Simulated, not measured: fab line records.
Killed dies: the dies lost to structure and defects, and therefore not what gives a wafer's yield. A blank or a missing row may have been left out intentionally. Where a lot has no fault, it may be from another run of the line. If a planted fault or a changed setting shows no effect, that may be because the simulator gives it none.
A struck lot beside a sound one + flow rit_cmos + 44 steps out of a route of 202
Sound: the wafers L786.1, L786.2, L786.5. The struck wafers were L791.2, L791.4, L791.5. The cause comes at the end.
For every step that has rows: the tool of each side, followed by ch and its chambers, followed by its first start. Under that, the readings that differ: sound wafers + struck wafers + difference of the means + sigmas: that difference in standard deviations of wafers without a fault.
alike: readings whose means differ by less than 2 such deviations, and words and numbers that are the same on both sides. not compared: withheld readings, readings that some wafer has no value for, bounds like >300 that may hide the same value, and numbers for which the record gives no deviation and whose values overlap.
A row with sigmas, a row that says differs or no value, or rows on one side alone: a step with any of these is where the two part. When numbers do not overlap yet have no deviation, they are printed without sigmas and do not part them. A reading that every wafer of one side lacks parts them only if that side has two wafers or more.

first, 1 step without rows for these wafers: RIT_PRETRO_IMPLANT_08.
RIT_PRETRO_STRIP_09: strips in O2, time 180 s.
  sound on plasma_asher-03 ch 0,1, day 3 18:55; struck on plasma_asher-01 ch 0,1, day 4 19:10
  alike: drypump_motor_current_A
  not compared: rf_hours_counter_h
RIT_PRETRO_TW_MEAS_10:
  sound: film_metro-02 at day 3 19:06; struck: film_metro-04 at day 4 19:22
  alike: PRETRO_TW
then, 5 steps without rows for these wafers: RIT_GATE_WET_ETCH_00 (etches SiO2 in BOE, target depth 56 nm, time 60 s); RIT_GATE_CLEAN_01 (cleans in SC1, time 600 s); RIT_GATE_CLEAN_02 (cleans in dHF, time 30 s); RIT_GATE_CLEAN_03 (cleans in SC2, time 600 s); RIT_GATE_CLEAN_04 (cleans in dHF, time 60 s).
RIT_FOX2_THK_MEAS_91:
  sound: film_metro-03 at day 3 19:35; struck: film_metro-02 at day 4 19:50
  alike: FIELD_OXIDE_LEFT_2_THK
then, 2 steps without rows for these wafers: RIT_GATE_OXIDATION_05 (target thk 3 nm, ox time 270 s); RIT_GATE_ANNEAL_06 (time 600 s).
RIT_GATE_THK_MEAS_07:
  sound: film_metro-04 at day 3 21:41; struck: film_metro-02 at day 5 00:01
  alike: GATE_OXIDE_THK
RIT_GATE_CVD_08: deposits poly-Si from SiH4, target thk 250 nm, time 2220 s.
  sound on lpcvd-02 ch 1, day 3 21:44; struck on lpcvd-02 ch 1, day 5 00:04
| reading                                  | sound             | struck            | difference | sigmas |
|------------------------------------------|-------------------|-------------------|------------|--------|
| model.poly-Si_of_GATE_CVD_08.thk_nm (nm) | 249.6 247.8 248.1 | 188.2 186.3 187.5 | -61.2      |        |
RIT_GATE_THK_MEAS_09:
  sound: film_metro-04 at day 3 23:21; struck: film_metro-04 at day 5 01:41
| reading            | sound             | struck            | difference | sigmas |
|--------------------|-------------------|-------------------|------------|--------|
| GATE_POLY_THK (nm) | 249.5 247.6 248.2 | 188.1 186.4 187.5 | -61.1      | -28    |
then, 6 steps without rows for these wafers: RIT_GATE_HMDS_10 (prime time 60 s); RIT_GATE_COAT_11 (resist thk 850 nm); RIT_GATE_SOFTBAKE_12 (time 60 s); RIT_GATE_EXPOSE_13 (exposes mask M6, target cd 150 nm); RIT_GATE_PEB_14; RIT_GATE_DEVELOP_15 (develop time 50 s).
RIT_GATE_CD_MEAS_16: target cd 150 nm.
  sound: cd_sem-01 at day 4 00:23; struck: cd_sem-02 at day 5 02:37
  alike: cd_nm
RIT_GATE_OVL_MEAS_17:
  sound: overlay-02 at day 4 00:31; struck: overlay-01 at day 5 02:43
  alike: GATE_OVL
then, 1 step without rows for these wafers: RIT_GATE_HARDBAKE_18 (time 60 s).
RIT_GATE_ETCH_19: etches poly-Si in SF6/CHF3/O2, stops on SiO2, time 165 s, target depth 312.5 nm.
  sound on rie_si-02 ch 0,1,2, day 4 00:41; struck on rie_si-01 ch 0,1,3, day 5 02:58
| reading                          | sound             | struck            | difference | sigmas |
|----------------------------------|-------------------|-------------------|------------|--------|
| oes_product_au (a.u.)            | 0.851 0.819 0.855 | 0.710 0.706 0.723 | -0.129     | -8     |
| model.etch.depth_nm (nm)         | 249.6 247.8 248.1 | 188.2 186.3 187.5 | -61.2      |        |
| model.GATE.feature_depth_nm (nm) | 249.6 247.8 248.1 | 188.2 186.3 187.5 | -61.2      |        |
  alike: drypump_motor_current_A, throttle_valve_pct
  not compared: rf_hours_counter_h
RIT_GATE_STRIP_20: strips in O2, time 180 s.
  sound on plasma_asher-04 ch 0,1, day 4 00:48; struck on plasma_asher-02 ch 0,1, day 5 03:05
  alike: drypump_motor_current_A
  not compared: rf_hours_counter_h
RIT_GATE_CD_MEAS_90: target cd 150 nm.
  sound: cd_sem-02 at day 4 00:59; struck: cd_sem-01 at day 5 03:16
  alike: cd_nm
then, 4 steps without rows for these wafers: RIT_REOX_CLEAN_00 (cleans in SC1, time 600 s); RIT_REOX_CLEAN_01 (cleans in dHF, time 30 s); RIT_REOX_CLEAN_02 (cleans in SC2, time 600 s); RIT_REOX_OXIDATION_03 (target thk 25.2 nm, ox time 5580 s).
RIT_REOX_THK_MEAS_04:
  sound: film_metro-01 at day 4 04:01; struck: film_metro-02 at day 5 06:18
  alike: REOX_OXIDE_THK
then, 6 steps without rows for these wafers: RIT_NLDD_HMDS_00 (prime time 60 s); RIT_NLDD_COAT_01 (resist thk 1000 nm); RIT_NLDD_SOFTBAKE_02 (time 60 s); RIT_NLDD_EXPOSE_03 (exposes mask M7, target cd 40700 nm); RIT_NLDD_PEB_04; RIT_NLDD_DEVELOP_05 (develop time 50 s).
RIT_NLDD_OVL_MEAS_06:
  sound: overlay-01 at day 4 05:08; struck: overlay-01 at day 5 07:20
  alike: NLDD_OVL
then, 2 steps without rows for these wafers: RIT_NLDD_HARDBAKE_07 (time 60 s); RIT_NLDD_IMPLANT_08.
RIT_NLDD_STRIP_09: strips in O2, time 180 s.
  sound on plasma_asher-02 ch 0,1, day 4 05:34; struck on plasma_asher-02 ch 0,1, day 5 07:40
  alike: drypump_motor_current_A
  not compared: rf_hours_counter_h
RIT_NLDD_TW_MEAS_10:
  sound: film_metro-04 at day 4 05:45; struck: film_metro-04 at day 5 07:50
  alike: NLDD_TW
RIT_SDANNEAL_CLEAN_02: cleans in SC2, time 600 s.
  sound on wet_bench-04 ch 0, day 4 13:01; struck on wet_bench-01 ch 1, day 5 15:17
| reading                                  | sound           | struck         | difference | sigmas |
|------------------------------------------|-----------------|----------------|------------|--------|
| model.poly-Si_of_GATE_CVD_08.thk_nm (nm) | 161.8 160 159.8 | 101.3 100 99.5 | -60.3      |        |
  alike: temp_c
RIT_M1_PROBE_99:
  sound: prober-02 at day 4 20:44; struck: prober-01 at day 5 22:56
| reading                             | sound             | struck            | difference | sigmas |
|-------------------------------------|-------------------|-------------------|------------|--------|
| model.etest.pmos_turned.r_on_ohm_um | 3373 3437 3470    | 2977 2916 2965    | -474       |        |
| model.etest.pmos_0p3.r_on_ohm_um    | 6203 6270 6316    | 6064 6057 6102    | -189       |        |
| model.etest.pmos_0p15.r_on_ohm_um   | 2739 2794 2787    | 2577 2562 2584    | -199       |        |
| model.etest.nmos_0p3.r_on_ohm_um    | 2162 2183 2205    | 2075 2062 2096    | -106       |        |
| model.etest.nmos_turned.drive_ua_um | 318.2 312.4 309   | 395.6 412.4 404.2 | +90.9      |        |
| model.etest.nmos_0p15.r_on_ohm_um   | 1152 1171 1181    | 1087 1084 1117    | -72        |        |
| model.etest.pmos_turned.drive_ua_um | 195.6 189.9 189.9 | 233.1 237.3 234.4 | +43.1      |        |
| model.etest.nmos_0p15.drive_ua_um   | 465.2 456.3 453.1 | 480.6 497 485.8   | +29.6      |        |
  alike: killed_at_M0_to_M3, killed_at_front_end, killed_dies, killed_open, killed_short

== WHERE THEY PART ==
At RIT_GATE_THK_MEAS_09 first; at RIT_GATE_ETCH_19 last (within this record only). Later steps at which nothing parts them and some readings are alike: RIT_GATE_STRIP_20, RIT_GATE_CD_MEAS_90, RIT_REOX_THK_MEAS_04, RIT_NLDD_OVL_MEAS_06, RIT_NLDD_STRIP_09, RIT_NLDD_TW_MEAS_10, RIT_SDANNEAL_CLEAN_02, RIT_M1_PROBE_99.

WHY: the cause the simulator had injected
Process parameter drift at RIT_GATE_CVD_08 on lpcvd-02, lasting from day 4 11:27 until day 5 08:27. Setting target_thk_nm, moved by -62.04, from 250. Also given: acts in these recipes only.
